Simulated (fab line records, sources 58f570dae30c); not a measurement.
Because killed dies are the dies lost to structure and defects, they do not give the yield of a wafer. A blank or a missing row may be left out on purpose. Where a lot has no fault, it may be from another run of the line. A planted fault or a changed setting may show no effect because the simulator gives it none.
fab line records -- flow berkeleyCmos170 -- part 2 of 2: steps 30 to 41 of 41
record: lots: 5, wafers: 15, lastDay: 14
route steps=331 shown PLDD@145 NLDD@158 SPACER@171 PSD@175
lots with no fault: from the same line, run without faults
startH: hours from the record's opening day to when the first of the lot's shown wafers began -- waitH: hours from the lot's prior step to this one -- " the same as in the row above -- L1.1+2: a row that stands for several wafers -- - value missing, or start not given -- * or withheld: withheld -- < > ~ a bound
route shown NAME@n: NAME is a module with steps in the file, n the number in the route of the first one -- usual: the fault-free wafers' mean and standard deviation -- same: alike in all rows -- chamber/n: place in a boat -- sites: each site's reading -- _std_site: standard deviation across them -- _edge_site: the outer-site mean with the inner-site mean subtracted -- radiusMm: for every site, how far away it sits from the centre of the wafer -- mask NAME#n: copy n -- behind: the last tool/chamber to shape the wafer -- hold: cause of the lot's hold/its duration in hours/its outcome -- device: the transistor (n, p or np) that didn't switch -- end of line: at the end of the route, the tests of the same wafers -- a step given without rows: its recipe and nothing more -- killed: dies that structure and defects cost at the first sort, which is not the same as the wafer's yield -- map: shows each die of a wafer: x if killed, . if not, _ if none is there
set.NAME: the setting that was run; set.NAME@STEP: the one run at that earlier step -- model.NAME: the simulator's own value behind a step, which no gauge read
lots at some steps of the route; a table a step, a row a wafer
services: the hour from which a tool's chamber was out of use, counted from the record's first day as startH (under 0 if before that day), plus the number of hours and why
== steps ==
step: UCB170_SPACER_ETCHBACK_03
recipe: stopOn: Si, target: SiO2, chemistry: CHF3/CF4/Ar, CHF3_flow_sccm: 50, cf4FlowSccm: 10, Ar_flow_sccm: 120, pressureMtorr: 200, rfW: 500, targetDepthA: 3760, timeS: 100
usual: drypumpMotorCurrentA: 5.6/0.4, oesProductAu: 0.895/0.017, throttleValvePct: 6.51/0.1
lot.wafer,tool,chamber,startH,waitH,drypumpMotorCurrentA,oesProductAu,rfHoursCounterH,throttleValvePct
L074.2,rieDiel-01,0,160.43,0.0,5.4,0.880,88,6.53
L074.3,rieDiel-01,3,160.43,0.0,6.2,0.874,59,6.33
L074.5,rieDiel-01,3,160.43,0.0,6.2,0.879,-,6.33
L083.1,rieDiel-01,1,228.96,0.0,5.1,0.887,27,6.45
L083.4,rieDiel-01,2,228.96,0.0,6.0,0.890,0,6.65
L083.6,rieDiel-01,0,228.96,0.0,5.4,0.876,-,6.51
L085.2,rieDiel-03,1,229.04,0.1,5.7,0.887,14,6.56
L085.3,rieDiel-03,2,229.04,0.1,5.3,0.906,12,6.48
L085.5,rieDiel-03,1,229.04,0.1,5.7,0.895,-,6.56
L091.2,rieDiel-01,3,268.96,0.0,6.2,0.873,64,6.33
L091.3,rieDiel-01,1,268.96,0.0,5.1,0.906,29,6.43
L091.6,rieDiel-01,2,268.96,0.0,6.1,0.876,-,6.62
L093.1,rieDiel-03,0,300.85,0.0,6.2,0.877,51,6.38
L093.4,rieDiel-03,1,300.85,0.0,5.7,0.900,16,6.56
L093.6,rieDiel-03,0,300.85,0.0,6.2,0.896,-,6.36
step: UCB170_PSD_HMDS_00
recipe: primeTimeS: 60, primeTempC: 100
lot.wafer,tool,chamber,startH,waitH
L074.2+3+5,lithoTrack-02,0,160.53,0.1
L083.1+4+6,lithoTrack-01,0,229.04,0.0
L085.2+3+5,lithoTrack-01,0,229.51,0.4
L091.2+3+6,lithoTrack-01,0,269.06,0.1
L093.1+4+6,lithoTrack-01,0,300.92,0.0
step: UCB170_PSD_COAT_01
recipe: resist: KrF, spinRpm: 1500, resistThkNm: 900
lot.wafer,tool,chamber,startH,waitH
L074.2+3+5,lithoTrack-02,0,160.68,0.1
L083.1+4+6,lithoTrack-01,0,229.19,0.1
L085.2+3+5,lithoTrack-01,0,229.66,0.1
L091.2+3+6,lithoTrack-01,0,269.21,0.1
L093.1+4+6,lithoTrack-01,0,301.07,0.1
step: UCB170_PSD_SOFTBAKE_02
recipe: resist: KrF, tempC: 130, timeS: 60
usual: plateTempC: 129.99/0.15
lot.wafer,tool,chamber,startH,waitH,plateTempC
L074.2,lithoTrack-02,0,160.83,0.1,129.77
L074.3,lithoTrack-02,0,160.83,0.1,130.18
L074.5,lithoTrack-02,0,160.83,0.1,129.85
L083.1,lithoTrack-01,0,229.34,0.1,130.08
L083.4,lithoTrack-01,0,229.34,0.1,129.99
L083.6,lithoTrack-01,0,229.34,0.1,129.99
L085.2,lithoTrack-01,0,229.81,0.1,129.82
L085.3,lithoTrack-01,0,229.81,0.1,129.94
L085.5,lithoTrack-01,0,229.81,0.1,130.06
L091.2,lithoTrack-01,0,269.36,0.1,130.18
L091.3,lithoTrack-01,0,269.36,0.1,130.17
L091.6,lithoTrack-01,0,269.36,0.1,130.12
L093.1,lithoTrack-01,0,301.22,0.1,130.02
L093.4,lithoTrack-01,0,301.22,0.1,130.03
L093.6,lithoTrack-01,0,301.22,0.1,130.02
step: UCB170_PSD_EXPOSE_03
recipe: maskId: PSELECT_MOD, na: 0.5, sigmaOuter: 0.6, sourceShape: conventional, targetCdNm: 1200, doseMj: 30
lot.wafer,tool,chamber,startH,waitH,mask
L074.2+3+5,krfScanner-02,0,161.21,0.4,PSELECT_MOD#0
L083.1+4+6,krfScanner-01,0,229.61,0.2,PSELECT_MOD#0
L085.2+3+5,krfScanner-01,0,230.35,0.5,PSELECT_MOD#0
L091.2+3+6,krfScanner-02,0,269.63,0.2,PSELECT_MOD#0
L093.1+4+6,krfScanner-01,0,301.64,0.4,PSELECT_MOD#0
step: UCB170_PSD_PEB_04
recipe: pebTempC: 130, pebTimeS: withheld, resist: KrF
usual: plateTempC: 130.00/0.15
lot.wafer,tool,chamber,startH,waitH,plateTempC
L074.2,lithoTrack-02,0,161.34,0.1,130.02
L074.3,lithoTrack-02,0,161.34,0.1,129.92
L074.5,lithoTrack-02,0,161.34,0.1,130.14
L083.1,lithoTrack-02,0,229.73,0.1,130.22
L083.4,lithoTrack-02,0,229.73,0.1,130.14
L083.6,lithoTrack-02,0,229.73,0.1,130.04
L085.2,lithoTrack-01,0,230.47,0.1,129.82
L085.3,lithoTrack-01,0,230.47,0.1,130.01
L085.5,lithoTrack-01,0,230.47,0.1,129.97
L091.2,lithoTrack-04,0,269.86,0.2,130.21
L091.3,lithoTrack-04,0,269.86,0.2,130.09
L091.6,lithoTrack-04,0,269.86,0.2,130.41
L093.1,lithoTrack-04,0,301.82,0.2,130.24
L093.4,lithoTrack-04,0,301.82,0.2,129.94
L093.6,lithoTrack-04,0,301.82,0.2,130.13
step: UCB170_PSD_DEVELOP_05
recipe: developer: TMAH, developTimeS: 45, resist: KrF, devTempC: 21
lot.wafer,tool,chamber,startH,waitH
L074.2+3+5,lithoTrack-02,0,-,-
L083.1+4+6,lithoTrack-02,0,-,-
L085.2+3+5,lithoTrack-01,0,-,-
L091.2+3+6,lithoTrack-04,0,-,-
L093.1+4+6,lithoTrack-04,0,-,-
step: UCB170_PSD_CD_MEAS_06
recipe: targetCdNm: 1200
usual: cdNm: 1200.3/1.1
lot.wafer,tool,chamber,startH,waitH,cdNm
L074.2,cdSem-02,-,161.61,-,1200.7
L074.3,cdSem-02,-,161.61,-,1200.7
L074.5,cdSem-02,-,161.61,-,1201.0
L083.1,cdSem-02,-,230.00,-,1201.8
L083.4,cdSem-02,-,230.00,-,1202.8
L083.6,cdSem-02,-,230.00,-,1202.0
L085.2,cdSem-02,-,230.74,-,1198.8
L085.3,cdSem-02,-,230.74,-,1199.9
L085.5,cdSem-02,-,230.74,-,1199.5
L091.2,cdSem-02,-,270.13,-,1201.4
L091.3,cdSem-02,-,270.13,-,1201.2
L091.6,cdSem-02,-,270.13,-,1200.7
L093.1,cdSem-01,-,302.10,-,1201.2
L093.4,cdSem-01,-,302.10,-,1199.2
L093.6,cdSem-01,-,302.10,-,1199.4
step: UCB170_PSD_OVL_MEAS_07
usual: PSD_OVL: 1/4.9
lot.wafer,tool,chamber,startH,waitH,PSD_OVL[nm]
L074.2,overlay-01,-,161.71,0.1,10
L074.3,overlay-01,-,161.71,0.1,5
L074.5,overlay-01,-,161.71,0.1,3
L083.1,overlay-01,-,230.12,0.1,-5
L083.4,overlay-01,-,230.12,0.1,4
L083.6,overlay-01,-,230.12,0.1,4
L085.2,overlay-01,-,230.85,0.1,1
L085.3,overlay-01,-,230.85,0.1,3
L085.5,overlay-01,-,230.85,0.1,4
L091.2,overlay-01,-,270.23,0.1,-6
L091.3,overlay-01,-,270.23,0.1,-3
L091.6,overlay-01,-,270.23,0.1,-9
L093.1,overlay-01,-,302.22,0.1,3
L093.4,overlay-01,-,302.22,0.1,2
L093.6,overlay-01,-,302.22,0.1,0
step: UCB170_PSD_IMPLANT_08
recipe: species: B, doseCm2: 3e+15, energyKev: 20, tiltDeg: 7
lot.wafer,tool,chamber,startH,waitH
L074.2+3+5,implanter-02,0,161.77,0.0
L083.1+4+6,implanter-03,0,230.16,0.0
L085.2+3+5,implanter-02,0,230.90,0.0
L091.2+3+6,implanter-01,0,270.29,0.0
L093.1+4+6,implanter-02,0,302.25,0.0
step: UCB170_PSD_STRIP_09
recipe: chemistry: O2, powerW: 400, pressureMtorr: 3500, platenTempC: withheld, o2FlowSccm: 400, overashFraction: 0.5
usual: drypumpMotorCurrentA: 5.6/0.35, oesProductAu: 0.600/0.0042, stripTimeToEndpointS: 29.40/0.064
same: overashFraction: 0.5
lot.wafer,tool,chamber,startH,waitH,drypumpMotorCurrentA,oesProductAu,rfHoursCounterH,stripTimeToEndpointS
L074.2,plasmaAsher-04,0,161.89,0.1,5.6,0.600,43,29.44
L074.3,plasmaAsher-04,1,161.89,0.1,5.1,0.599,-,29.40
L074.5,plasmaAsher-04,0,161.89,0.1,5.6,0.592,-,29.51
L083.1,plasmaAsher-03,0,230.31,0.1,6.0,0.605,52,29.38
L083.4,plasmaAsher-03,0,230.31,0.1,6.0,0.603,-,29.42
L083.6,plasmaAsher-03,1,230.31,0.1,5.5,0.608,-,29.48
L085.2,plasmaAsher-02,1,231.03,0.1,5.3,0.599,42,29.31
L085.3,plasmaAsher-02,0,231.03,0.1,6.0,0.602,-,29.32
L085.5,plasmaAsher-02,1,231.03,0.1,5.3,0.603,-,29.34
L091.2,plasmaAsher-03,1,270.41,0.1,5.5,0.596,56,29.44
L091.3,plasmaAsher-03,1,270.41,0.1,5.4,0.603,-,29.51
L091.6,plasmaAsher-03,0,270.41,0.1,6.1,0.597,-,29.47
L093.1,plasmaAsher-02,0,302.40,0.1,6.0,0.588,49,29.37
L093.4,plasmaAsher-02,0,302.40,0.1,6.1,0.606,-,29.42
L093.6,plasmaAsher-02,0,302.40,0.1,6.0,0.607,-,29.49
step: UCB170_PSD_TW_MEAS_10
usual: PSD_TW: 2339/36
lot.wafer,tool,chamber,startH,waitH,PSD_TW
L074.2,filmMetro-01,-,162.00,0.1,2379
L074.3,filmMetro-01,-,162.00,0.1,2375
L074.5,filmMetro-01,-,162.00,0.1,2378
L083.1,filmMetro-02,-,230.41,0.1,2297
L083.4,filmMetro-02,-,230.41,0.1,2315
L083.6,filmMetro-02,-,230.41,0.1,2311
L085.2,filmMetro-02,-,231.14,0.1,2299
L085.3,filmMetro-02,-,231.14,0.1,2286
L085.5,filmMetro-02,-,231.14,0.1,2291
L091.2,filmMetro-02,-,270.52,0.1,2305
L091.3,filmMetro-02,-,270.52,0.1,2308
L091.6,filmMetro-02,-,270.52,0.1,2295
L093.1,filmMetro-02,-,302.50,0.1,2290
L093.4,filmMetro-02,-,302.50,0.1,2299
L093.6,filmMetro-02,-,302.50,0.1,2297
== services ==
tool,chamber,startH,hours,kind
krfScanner-02,-,124.79,1.3,pm
krfScanner-01,-,126.53,0.8,pm
implanter-01,-,126.87,4.0,repair
furnace-04,-,143.08,3.3,pm
implanter-02,-,143.77,2.9,repair
implanter-01,-,144.74,1.0,repair
krfScanner-02,-,145.78,1.0,pm
furnace-04,-,146.38,5.6,pm
krfScanner-01,-,150.38,0.2,repair
krfScanner-01,-,159.19,36.0,pm
furnace-04,-,168.38,2.3,pm
krfScanner-01,-,195.19,1.0,pm
implanter-02,-,200.67,1.8,repair
implanter-04,-,205.69,4.3,pm
krfScanner-01,-,212.84,4.0,pm
krfScanner-02,-,234.60,1.7,repair
krfScanner-01,-,247.70,0.6,repair
krfScanner-02,-,261.30,0.8,pm
krfScanner-02,-,264.77,4.1,repair
implanter-01,-,266.01,0.7,repair
krfScanner-01,-,268.96,0.8,pm
krfScanner-01,-,282.66,1.3,pm
implanter-04,-,296.04,0.8,repair
krfScanner-02,-,300.69,1.3,pm
